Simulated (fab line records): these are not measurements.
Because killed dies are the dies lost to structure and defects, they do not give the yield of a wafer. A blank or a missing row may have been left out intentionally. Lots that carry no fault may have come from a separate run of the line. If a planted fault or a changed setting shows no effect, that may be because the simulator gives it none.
fab line records ; flow ritCmos
record lots=7; wafers=21; lastDay=7
route steps=202 shown ACTIVE@3
lots that met no fault: taken from a fault-free run of the same line
startH: the number of hours between the record's first day and the start of the first shown wafer of the lot ; waitH: how many hours have passed since the lot's step before this one ; " identical to the entry in the row above ; L1.1+2: a single row standing in for several wafers ; - value missing, or start not given ; * or withheld: withheld ; < > ~ a bound
route shown NAME@n: names a module that has steps shown in the file, with the first one's number in the route ; usual: mean/standard deviation taken from wafers without a fault ; same: alike in all rows ; chamber/n: place in a boat ; sites: per-site readings ; _std_site: how widely they spread, as a standard deviation ; _edge_site: mean of outer sites minus mean of inner sites ; radiusMm: how far each site lies from the wafer's centre ; mask NAME#n: copy n ; behind: the tool/chamber that last shaped the wafer ; hold: cause of the lot's hold/its duration in hours/its outcome ; device: names the non-switching transistor (n, p or np) ; end of line: tests run on the same wafers once the route is complete ; a step with no rows: only its recipe ; killed: dies lost to structure and defects at the first sort, not the wafer's yield ; map: per-die view of a wafer (x killed, . not killed, _ where there is no die)
set.NAME: the setting as run; set.NAME@STEP: as run at that earlier step ; model.NAME: the simulator's own value behind a step, which no gauge read
a table for each step, a row for each wafer; lots at some steps of the route
services: a tool's chamber out of use, with start hour (startH, from the record's first day; less than 0 if before it), hours out, and reason
## steps
# step RIT_ACTIVE_THK_MEAS_02
# recipe reads=SiO2_of_ACTIVE_OXIDATION_01
# usual ACTIVE_OXIDE_THK=47.5/0.85
lot.wafer;tool;chamber;startH;waitH;ACTIVE_OXIDE_THK[nm]
L802.1;filmMetro-03;-;32.05;0.0;48.0
L802.5;filmMetro-03;-;32.05;0.0;48.4
L802.6;filmMetro-03;-;32.05;0.0;47.7
L808.2;filmMetro-04;-;63.30;0.0;46.6
L808.4;filmMetro-04;-;63.30;0.0;46.5
L808.5;filmMetro-04;-;63.30;0.0;46.2
L815.3;filmMetro-04;-;97.07;0.0;45.8
L815.4;filmMetro-04;-;97.07;0.0;45.3
L815.5;filmMetro-04;-;97.07;0.0;46.5
L816.2;filmMetro-02;-;102.06;0.0;48.1
L816.5;filmMetro-02;-;102.06;0.0;47.8
L816.6;filmMetro-02;-;102.06;0.0;47.9
L817.3;filmMetro-02;-;107.07;0.0;47.7
L817.5;filmMetro-02;-;107.07;0.0;48.4
L817.6;filmMetro-02;-;107.07;0.0;46.9
L819.1;filmMetro-04;-;117.16;0.0;46.6
L819.3;filmMetro-04;-;117.16;0.0;47.0
L819.6;filmMetro-04;-;117.16;0.0;46.8
L820.2;filmMetro-04;-;122.06;0.0;47.8
L820.3;filmMetro-04;-;122.06;0.0;47.7
L820.4;filmMetro-04;-;122.06;0.0;46.8
# step RIT_ACTIVE_CVD_03
# recipe material=Si3N4; targetThkNm=150; tempC=810; precursor=SiH2Cl2/NH3; timeS=1500; pressureMtorr=300; sih2cl2FlowSccm=60; nh3FlowSccm=150
# step RIT_ACTIVE_THK_MEAS_04
# recipe reads=Si3N4_of_ACTIVE_CVD_03
# usual ACTIVE_NITRIDE_THK=150.2/1.3
lot.wafer;tool;chamber;startH;waitH;ACTIVE_NITRIDE_THK[nm]
L802.1;filmMetro-03;-;33.53;0.0;149.1
L802.5;filmMetro-03;-;33.53;0.0;149.7
L802.6;filmMetro-03;-;33.53;0.0;150.7
L808.2;filmMetro-02;-;64.78;0.0;150.7
L808.4;filmMetro-02;-;64.78;0.0;151.5
L808.5;filmMetro-02;-;64.78;0.0;151.1
L815.3;filmMetro-03;-;98.55;0.0;151.4
L815.4;filmMetro-03;-;98.55;0.0;151.0
L815.5;filmMetro-03;-;98.55;0.0;150.4
L816.2;filmMetro-03;-;103.54;0.0;151.0
L816.5;filmMetro-03;-;103.54;0.0;151.4
L816.6;filmMetro-03;-;103.54;0.0;152.2
L817.3;filmMetro-04;-;108.55;0.0;150.4
L817.5;filmMetro-04;-;108.55;0.0;149.4
L817.6;filmMetro-04;-;108.55;0.0;149.3
L819.1;filmMetro-02;-;118.65;0.0;151.4
L819.3;filmMetro-02;-;118.65;0.0;149.4
L819.6;filmMetro-02;-;118.65;0.0;150.3
L820.2;filmMetro-04;-;123.54;0.0;147.3
L820.3;filmMetro-04;-;123.54;0.0;145.9
L820.4;filmMetro-04;-;123.54;0.0;147.6
# step RIT_ACTIVE_HMDS_05
# recipe primeTimeS=60; primeTempC=140
# step RIT_ACTIVE_COAT_06
# recipe resist=NOVOLAK; spinRpm=3303; resistThkNm=1000
# step RIT_ACTIVE_SOFTBAKE_07
# recipe resist=NOVOLAK; tempC=90; timeS=60
# step RIT_ACTIVE_EXPOSE_08
# recipe maskId=M1; na=0.6; sourceShape=conventional; sigmaOuter=0.6; targetCdNm=1400; doseMj=225
# step RIT_ACTIVE_PEB_09
# recipe resist=NOVOLAK; tempC=withheld; timeS=withheld
# step RIT_ACTIVE_DEVELOP_10
# recipe resist=NOVOLAK; developTimeS=50; devTempC=22.21
# step RIT_ACTIVE_CD_MEAS_11
# recipe targetCdNm=1400
# usual cdNm=1399.4/2.3
lot.wafer;tool;chamber;startH;waitH;cdNm
L802.1;cdSem-01;-;34.44;-;1402.0
L802.5;cdSem-01;-;34.44;-;1401.7
L802.6;cdSem-01;-;34.44;-;1401.3
L808.2;cdSem-02;-;65.82;-;1402.6
L808.4;cdSem-02;-;65.82;-;1403.7
L808.5;cdSem-02;-;65.82;-;1401.0
L815.3;cdSem-02;-;99.60;-;1399.0
L815.4;cdSem-02;-;99.60;-;1402.1
L815.5;cdSem-02;-;99.60;-;1400.1
L816.2;cdSem-02;-;104.76;-;1400.0
L816.5;cdSem-02;-;104.76;-;1402.5
L816.6;cdSem-02;-;104.76;-;1400.9
L817.3;cdSem-02;-;109.48;-;1401.8
L817.5;cdSem-02;-;109.48;-;1403.1
L817.6;cdSem-02;-;109.48;-;1401.5
L819.1;cdSem-02;-;119.56;-;1394.5
L819.3;cdSem-02;-;119.56;-;1394.7
L819.6;cdSem-02;-;119.56;-;1396.5
L820.2;cdSem-01;-;124.46;-;1393.9
L820.3;cdSem-01;-;124.46;-;1396.6
L820.4;cdSem-01;-;124.46;-;1396.8
# step RIT_ACTIVE_HARDBAKE_12
# recipe resist=NOVOLAK; tempC=140; timeS=60
# step RIT_ACTIVE_ETCH_13
# recipe stopOn=SiO2; chemistry=SF6; target=Si3N4; timeS=210; overEtchFrac=0.4; SF6_flow_sccm=200; pressureMtorr=260; rfW=125; targetDepthA=2100
# usual chamberPressureMTorr=259.99/0.26; drypumpMotorCurrentA=5.8/0.42; oesProductAu=0.817/0.014; rfFwdPowerW=124.6/0.37; throttleValvePct=7.58/0.14
lot.wafer;tool;chamber;startH;waitH;chamberPressureMTorr;drypumpMotorCurrentA;oesProductAu;rfFwdPowerW;rfHoursCounterH;throttleValvePct
L802.1;rieDiel-02;2;34.80;0.1;260.08;6.3;0.791;124.1;18;7.29
L802.5;rieDiel-02;2;34.80;0.1;259.94;6.3;0.796;123.8;-;7.29
L802.6;rieDiel-02;1;34.80;0.1;260.33;5.6;0.825;124.8;-;7.62
L808.2;rieDiel-03;2;66.07;0.1;260.19;5.2;0.820;124.8;11;7.50
L808.4;rieDiel-03;0;66.07;0.1;260.04;5.7;0.819;124.7;3;7.62
L808.5;rieDiel-03;3;66.07;0.1;259.55;5.2;0.787;124.3;-;7.70
L815.3;rieDiel-04;2;99.83;0.1;260.42;5.1;0.837;124.7;109;7.71
L815.4;rieDiel-04;0;99.83;0.1;260.08;6.2;0.821;124.6;-;7.72
L815.5;rieDiel-04;2;99.83;0.1;259.68;5.1;0.830;124.4;-;7.69
L816.2;rieDiel-04;3;105.01;0.1;259.91;5.4;0.825;124.6;58;7.70
L816.5;rieDiel-04;0;105.01;0.1;259.56;6.2;0.815;124.1;-;7.71
L816.6;rieDiel-04;3;105.01;0.1;259.73;5.4;0.824;124.5;-;7.71
L817.3;rieDiel-02;2;109.71;0.1;259.95;6.3;0.800;124.9;20;7.30
L817.5;rieDiel-02;2;109.71;0.1;260.07;6.3;0.795;124.5;-;7.30
L817.6;rieDiel-02;3;109.71;0.1;260.17;6.2;0.819;124.5;-;7.48
L819.1;rieDiel-04;2;119.83;0.1;259.69;5.1;0.828;125.3;109;7.70
L819.3;rieDiel-04;0;119.83;0.1;259.85;6.2;0.809;124.4;3;7.71
L819.6;rieDiel-04;0;119.83;0.1;260.02;6.2;0.814;124.1;-;7.70
L820.2;rieDiel-04;0;124.71;0.1;260.16;6.2;0.813;124.1;4;7.69
L820.3;rieDiel-04;2;124.71;0.1;260.07;5.1;0.814;124.9;109;7.70
L820.4;rieDiel-04;3;124.71;0.1;260.03;5.5;0.807;125.0;58;7.72
# step RIT_ACTIVE_STRIP_14
# recipe chemistry=O2; timeS=180; resist=NOVOLAK; platenTempC=withheld; powerW=500; pressureMtorr=4000; o2FlowSccm=4000
# usual chamberPressureMTorr=4000/3.6; drypumpMotorCurrentA=5.6/0.51
lot.wafer;tool;chamber;startH;waitH;chamberPressureMTorr;drypumpMotorCurrentA;rfHoursCounterH;model.NOVOLAK_of_ACTIVE_COAT_06.thkNm
L802.1;plasmaAsher-02;0;34.93;0.1;3997;6.3;32;0
L802.5;plasmaAsher-02;1;34.93;0.1;4001;4.8;-;0
L802.6;plasmaAsher-02;0;34.93;0.1;3996;6.3;-;0
L808.2;plasmaAsher-03;0;66.21;0.1;3997;5.2;44;0
L808.4;plasmaAsher-03;0;66.21;0.1;3999;5.2;-;0
L808.5;plasmaAsher-03;0;66.21;0.1;3999;5.2;-;0
L815.3;plasmaAsher-02;0;100.03;0.1;-;-;-;648.1
L815.4;plasmaAsher-02;1;100.03;0.1;-;-;-;639.6
L815.5;plasmaAsher-02;1;100.03;0.1;-;-;-;648.6
L816.2;plasmaAsher-02;0;105.15;0.1;-;-;-;646.8
L816.5;plasmaAsher-02;1;105.15;0.1;-;-;-;634.8
L816.6;plasmaAsher-02;0;105.15;0.1;-;-;-;647.2
L817.3;plasmaAsher-03;1;109.90;0.1;-;-;-;642.4
L817.5;plasmaAsher-03;0;109.90;0.1;-;-;-;641.2
L817.6;plasmaAsher-03;1;109.90;0.1;-;-;-;644.9
L819.1;plasmaAsher-03;0;119.97;0.1;3993;5.1;51;0
L819.3;plasmaAsher-03;0;119.97;0.1;3997;5.2;-;0
L819.6;plasmaAsher-03;0;119.97;0.1;4001;5.1;-;0
L820.2;plasmaAsher-02;1;124.84;0.1;4006;4.9;0;0
L820.3;plasmaAsher-02;1;124.84;0.1;3993;4.8;-;0
L820.4;plasmaAsher-02;0;124.84;0.1;4001;6.3;-;0
# step RIT_ACTIVE_CD_MEAS_90
# recipe targetCdNm=1400
# usual cdNm=1399.4/2.3
lot.wafer;tool;chamber;startH;waitH;cdNm
L802.1;cdSem-01;-;35.10;0.1;1401.6
L802.5;cdSem-01;-;35.10;0.1;1401.3
L802.6;cdSem-01;-;35.10;0.1;1401.3
L808.2;cdSem-01;-;66.40;0.1;1402.5
L808.4;cdSem-01;-;66.40;0.1;1403.4
L808.5;cdSem-01;-;66.40;0.1;1401.0
L815.3;cdSem-02;-;100.18;0.1;1398.8
L815.4;cdSem-02;-;100.18;0.1;1402.3
L815.5;cdSem-02;-;100.18;0.1;1399.7
L816.2;cdSem-01;-;105.34;0.1;1400.1
L816.5;cdSem-01;-;105.34;0.1;1401.9
L816.6;cdSem-01;-;105.34;0.1;1401.1
L817.3;cdSem-01;-;110.06;0.1;1402.3
L817.5;cdSem-01;-;110.06;0.1;1402.9
L817.6;cdSem-01;-;110.06;0.1;1401.3
L819.1;cdSem-02;-;120.14;0.1;1394.4
L819.3;cdSem-02;-;120.14;0.1;1394.7
L819.6;cdSem-02;-;120.14;0.1;1396.6
L820.2;cdSem-01;-;125.04;0.1;1393.9
L820.3;cdSem-01;-;125.04;0.1;1396.2
L820.4;cdSem-01;-;125.04;0.1;1396.4
## services
tool;chamber;startH;hours;kind
rieDiel-03;1;18.28;2.7;repair
rieDiel-02;0;32.96;7.6;repair
rieDiel-02;2;47.53;3.1;repair
rieDiel-02;0;54.83;2.9;repair
rieDiel-03;1;76.94;5.7;repair
rieDiel-02;1;86.78;10.0;repair
rieDiel-02;3;92.04;7.8;repair
plasmaAsher-02;-;108.75;9.0;pm
plasmaAsher-02;0;108.75;9.0;ventCycle
plasmaAsher-02;1;108.75;9.0;ventCycle
rieDiel-04;3;109.86;1.9;repair
rieDiel-03;2;116.15;2.5;repair
plasmaAsher-02;-;117.75;2.8;pm
plasmaAsher-02;0;117.75;-;clean
plasmaAsher-02;1;117.75;-;clean
rieDiel-03;-;120.86;4.3;pm
## key
firstSign step=RIT_ACTIVE_STRIP_14; reading=toolRecord; direction=missing
effect none on later readings
modelEffect step=RIT_ACTIVE_STRIP_14; value=NOVOLAK_of_ACTIVE_COAT_06.thkNm; without=0; struck=643.7
metAt RIT_ACTIVE_STRIP_14
struckWafers L815.3,L815.4,L815.5,L816.2,L816.5,L816.6,L817.3,L817.5,L817.6
laterRowsLeftOut L815.3,L815.4,L815.5,L816.2,L816.5,L816.6,L817.3,L817.5,L817.6
sortLeftOut L815.3,L815.4,L815.5,L816.2,L816.5,L816.6,L817.3,L817.5,L817.6
testerLeftOut L815,L816,L817
onsetBetween 66.21 100.03
fault kind=skippedStepWhole; tool=plasmaAsher-02,plasmaAsher-03; chamber=-; onsetH=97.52; steps=RIT_ACTIVE_STRIP_14; scope=struckLotsOnly
# testerLeftOut: of these lots the tester's yield and bins aren't shown, on N5 and GAA mostly nor the transistor test; their killed dies are dies lost to structure and defects alone, not to doping, threshold or leakage, so they don't give the yield
# sortLeftOut: the simulated sort isn't trusted on such a fault, so these wafers' sort isn't shown, and their yield isn't known
# laterRowsLeftOut: the simulator's readings of these wafers behind a module that went badly wrong aren't trusted and aren't shown, but for the sort
